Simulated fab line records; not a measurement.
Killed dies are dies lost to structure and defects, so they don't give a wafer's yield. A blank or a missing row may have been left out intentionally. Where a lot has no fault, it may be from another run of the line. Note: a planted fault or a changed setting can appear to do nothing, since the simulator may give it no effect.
Struck lot and sound lot, side by side | flow berkeley cmos170 | 44 steps out of a route of 331
Sound: wafers L358.1, L358.2, L358.5. The struck wafers were L359.1, L359.5, L359.6. At the end, the cause is stated.
Each step with rows lists, per side, the tool, then ch with its chambers, then its first start. Under that, the readings that differ: sound wafers | struck wafers | difference of the means | sigmas: that difference in standard deviations of wafers without a fault.
alike: same words and numbers on both sides, and readings whose means sit less than 2 such deviations apart. not compared: any withheld reading, any reading some wafer has no value for, any bound like >300 that may hide the same value, and any number with overlapping values for which the record gives no deviation.
The two part at a step that has a row with sigmas, a row that says differs or no value, or rows on one side only. Numbers that don't overlap but have no deviation are shown without sigmas and don't part them. A reading that every wafer of one side lacks parts them only if that side has two wafers or more.

first, 1 step without rows for these wafers: UCB170_PLDD_IMPLANT_09.
UCB170_PLDD_STRIP_10: strips in O2.
  sound on plasma asher-03 ch 0,1, day 10 06:38; struck on plasma asher-01 ch 0,1, day 10 18:23
  alike: drypump motor current A, o2 flow sccm, oes product au, strip time to endpoint s
  not compared: rf hours counter h
UCB170_PLDD_TW_MEAS_11:
  sound: film metro-02 at day 10 06:44; struck: film metro-03 at day 10 18:29
  alike: PLDD_TW
then, 7 steps without rows for these wafers: UCB170_PLDD_CLEAN_12 (cleans in SPM, time 600 s); UCB170_NLDD_HMDS_00 (prime time 60 s); UCB170_NLDD_COAT_01 (resist thk 900 nm); UCB170_NLDD_SOFTBAKE_02 (time 60 s); UCB170_NLDD_EXPOSE_03 (exposes mask NSELECT, target cd 1200 nm); UCB170_NLDD_PEB_04; UCB170_NLDD_DEVELOP_05 (develop time 42.84 s).
UCB170_NLDD_CD_MEAS_06 targets a cd of 1200 nm.
  sound: cd sem-02 at day 10 08:10; struck: cd sem-01 at day 10 19:41
  alike: cd nm
UCB170_NLDD_OVL_MEAS_07:
  sound: overlay-02 at day 10 08:17; struck: overlay-01 at day 10 19:48
  alike: NLDD_OVL
UCB170_NLDD_IMPLANT_08:
  sound on implanter-02 ch 0, day 10 08:19; struck on implanter-01 ch 0, day 10 19:50
  reading            | sound                     | struck                        | difference | sigmas
  dose ions cm2      | 5e+13 4.995e+13 4.984e+13 | 2.741e+13 2.745e+13 2.745e+13 | -2.249e+13 | -99 or more
  faraday current uA | 160 155 158               | 86 88 89                      | -70        | -22
after that, 1 step had no rows for these wafers: UCB170_NLDD_IMPLANT_09.
UCB170_NLDD_STRIP_10: strips in O2.
  sound on plasma asher-04 ch 0,1, day 10 08:37; struck on plasma asher-04 ch 0,1, day 10 20:08
  alike: drypump motor current A, o2 flow sccm, oes product au, strip time to endpoint s
  not compared: rf hours counter h
UCB170_NLDD_TW_MEAS_11:
  sound: film metro-01 at day 10 08:43; struck: film metro-01 at day 10 20:14
  reading | sound          | struck         | difference | sigmas
  NLDD_TW | 2214 2223 2219 | 2062 2064 2068 | -154       | -9
then, 1 step without rows for these wafers: UCB170_NLDD_CLEAN_12 (cleans in SPM, time 600 s).
UCB170_SPACER_CVD_00: deposits SiO2 from TEOS/O2, target thk 376 nm, time 47 s.
  sound on pecvd-03 ch 0,1,2, day 10 08:57; struck on pecvd-01 ch 1,2, day 10 20:28
  alike: heater power w
UCB170_SPACER_THK_MEAS_01:
  sound: film metro-01 at day 10 08:59; struck: film metro-01 at day 10 20:31
  alike: SPACER_TEOS_THK
then, 1 step without rows for these wafers: UCB170_SPACER_ANNEAL_02 (time 1800 s).
UCB170_SPACER_ETCHBACK_03: etches SiO2 in CHF3/CF4/Ar, stops on Si, target depth 376 nm, time 100 s.
  sound on rie diel-03 ch 1,3, day 10 14:44; struck on rie diel-03 ch 0,1,3, day 11 01:31
  alike: drypump motor current A, oes product au, throttle valve pct
  not compared: rf hours counter h
then, 6 steps without rows for these wafers: UCB170_PSD_HMDS_00 (prime time 60 s); UCB170_PSD_COAT_01 (resist thk 900 nm); UCB170_PSD_SOFTBAKE_02 (time 60 s); UCB170_PSD_EXPOSE_03 (exposes mask PSELECT MOD, target cd 1200 nm); UCB170_PSD_PEB_04; UCB170_PSD_DEVELOP_05 (develop time 45 s).
UCB170_PSD_CD_MEAS_06 targets a cd of 1200 nm.
  sound: cd sem-02 at day 10 16:28; struck: cd sem-01 at day 11 02:47
  alike: cd nm
UCB170_PSD_OVL_MEAS_07:
  sound: overlay-01 at day 10 16:35; struck: overlay-02 at day 11 02:54
  alike: PSD_OVL
after that, 1 step had no rows for these wafers: UCB170_PSD_IMPLANT_08.
UCB170_PSD_STRIP_09: strips in O2.
  sound on plasma asher-04 ch 0,1, day 10 16:47; struck on plasma asher-04 ch 0,1, day 11 03:05
  alike: drypump motor current A, o2 flow sccm, oes product au, strip time to endpoint s
  not compared: rf hours counter h
UCB170_PSD_TW_MEAS_10:
  sound: film metro-01 at day 10 16:53; struck: film metro-03 at day 11 03:11
  alike: PSD_TW
then, 7 steps without rows for these wafers: UCB170_PSD_CLEAN_11 (cleans in SPM, time 600 s); UCB170_NSD_HMDS_00 (prime time 60 s); UCB170_NSD_COAT_01 (resist thk 900 nm); UCB170_NSD_SOFTBAKE_02 (time 60 s); UCB170_NSD_EXPOSE_03 (exposes mask NSELECT MOD, target cd 1200 nm); UCB170_NSD_PEB_04; UCB170_NSD_DEVELOP_05 (develop time 45 s).
UCB170_NSD_CD_MEAS_06 targets a cd of 1200 nm.
  sound: cd sem-02 at day 10 20:56; struck: cd sem-02 at day 11 04:16
  alike: cd nm
UCB170_NSD_OVL_MEAS_07:
  sound: overlay-02 at day 10 21:03; struck: overlay-02 at day 11 04:23
  alike: NSD_OVL
after that, 1 step had no rows for these wafers: UCB170_NSD_IMPLANT_08.
UCB170_SDANNEAL_RS_MEAS_05: uses a four-point probe to measure.
  sound: film metro-01 at day 11 00:28; struck: film metro-01 at day 11 06:39
  reading          | sound             | struck            | difference | sigmas
  NLDD_RS (ohm/sq) | 614.3 613.0 613.4 | 730.6 729.8 731.6 | +117.1     | +84
UCB170_M3_PROBE_99:
  sound: prober-02 at day 12 02:28; struck: prober-01 at day 12 08:24
  reading                               | sound                | struck               | difference | sigmas
  model.etest.nldd.line ohm um          | 1249 1272 1306       | 1576 1567 1616       | +311       |
  model.etest.nldd.rs ohm sq            | 772.3 775.5 766      | 958 952 952.8        | +183       |
  model.etest.nmos_0p35.r on ohm um     | 1431 1454 1456       | 1526 1518 1563       | +89        |
  model.etest.nmos_0p6.r on ohm um      | 2254 2284 2285       | 2358 2347 2405       | +96        |
  model.etest.nmos turned.overlap ff um | 0.2838 0.2837 0.2808 | 0.2753 0.278 0.2755  | -0.0065    |
  model.etest.nmos_0p35.overlap ff um   | 0.2632 0.2642 0.2665 | 0.2681 0.2712 0.2686 | +0.0047    |

== WHERE THEY PART ==
Last at UCB170_SDANNEAL_RS_MEAS_05 as far as this record goes, first at UCB170_NLDD_IMPLANT_08.

WHY: what had been put in by the simulator
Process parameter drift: implanter-01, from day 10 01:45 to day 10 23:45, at UCB170_NLDD_IMPLANT_08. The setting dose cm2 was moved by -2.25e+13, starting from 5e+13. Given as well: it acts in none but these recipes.
